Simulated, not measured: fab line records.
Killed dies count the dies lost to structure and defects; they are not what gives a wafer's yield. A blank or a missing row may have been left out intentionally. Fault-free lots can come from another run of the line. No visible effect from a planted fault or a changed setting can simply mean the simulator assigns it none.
8D (eight disciplines) problem report, filled in by code    flow berkeley cmos170    the parts of the form that need people (team, actions taken, sign-off) are left out

1. THE PROBLEM
Wafers free of any fault read 616.1 ohm/sq (standard deviation 1.5) for NLDD_RS at UCB170_SDANNEAL_RS_MEAS_05, against a mean of 603.2 ohm/sq on 6 wafers of 2 lots. Relative to the usual mean, that is a shift of -8.6 standard deviations.
The step: measures by four-point-probe.
First observed at day 10 10:00: wafer L905.2, on film metro-02. The record holds 42 wafers of 14 lots with a number at this step. By rule, "out" or "out of limits" means more than 4 standard deviations away from the usual mean. All remaining wafers that have a number are taken as sound.

2. WHAT IT IS, WHAT IT ISN'T
question                     is                      is not
which readings at this step  NLDD_RS                 -
which lots                   L905, L906              L885, L886, L887, L888, L889, L892, L893, L894, L895, L896, L899, L900
which wafers of those lots   all that have a number  -
read on which gauges         film metro-02           film metro-01, film metro-03
when                         from day 10 10:00       up to then (33 sound wafers); but 3 sound wafers of L900 came after

3. SUSPECTS, AND WHAT RULES EACH OUT
Counting: a tool at any process step up to the reading remains a suspect when it ran all the lots that are out and ran no sound lot after the first of those.
- the gauge at UCB170_SDANNEAL_RS_MEAS_05 is ruled out. All the wafers that are out were read on film metro-02, but those of them that UCB170_NLDD_IMPLANT_09 has rows for are out there too, on other tools.
- implanter-01 at UCB170_NLDD_IMPLANT_09: kept. Every lot that is out went through it, starting with L905 (day 9 23:28), and after that it ran no sound lot; the last sound lot it ran before then is L900 (day 9 22:49). Out on those wafers are its own readings of tilt deg.
Remaining after the count: implanter-01 at UCB170_NLDD_IMPLANT_09.

4. THE CAUSE (what the simulator had put in)
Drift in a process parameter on implanter-01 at UCB170_NLDD_IMPLANT_09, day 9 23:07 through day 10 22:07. A move of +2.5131 in setting tilt deg, from 7. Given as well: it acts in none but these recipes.
Only this tool survived the counting.

5. THE EFFECT CHAIN, in route order
One row per reading whose mean, taken over the struck wafers that have a number, lies over 3 standard deviations from the usual. Only readings whose record carries a usual standard deviation are examined. hours: median over the lots of the time between each lot's start at the first step of this table that gives one and its start at this step. sigmas: the change, counted in usual standard deviations.
hours  step                        reading   usual          on struck wafers  change  sigmas
0      UCB170_NLDD_IMPLANT_09      tilt deg  6.998 degrees  9.498             +2.500  +99 or more
11     UCB170_SDANNEAL_RS_MEAS_05  NLDD_RS   616.1 ohm/sq   603.2             -12.9   -8.6
The process steps in it:
- UCB170_NLDD_IMPLANT_09

6. HOW IT WOULD HAVE BEEN CAUGHT EARLIER
In this record the first reading out of limits at a measuring or inspecting step was taken at day 10 10:00, 11 hours after the fault began at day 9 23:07.
At UCB170_NLDD_IMPLANT_09, the tool's own readings (tilt deg) were out on each struck wafer the step has a row for, so an alarm limit on them would have fired on the first such wafer.
Lots out: 2; of these, L906 started UCB170_NLDD_IMPLANT_09 on implanter-01 after day 10 10:00. Holding the tool at that time would have saved it.
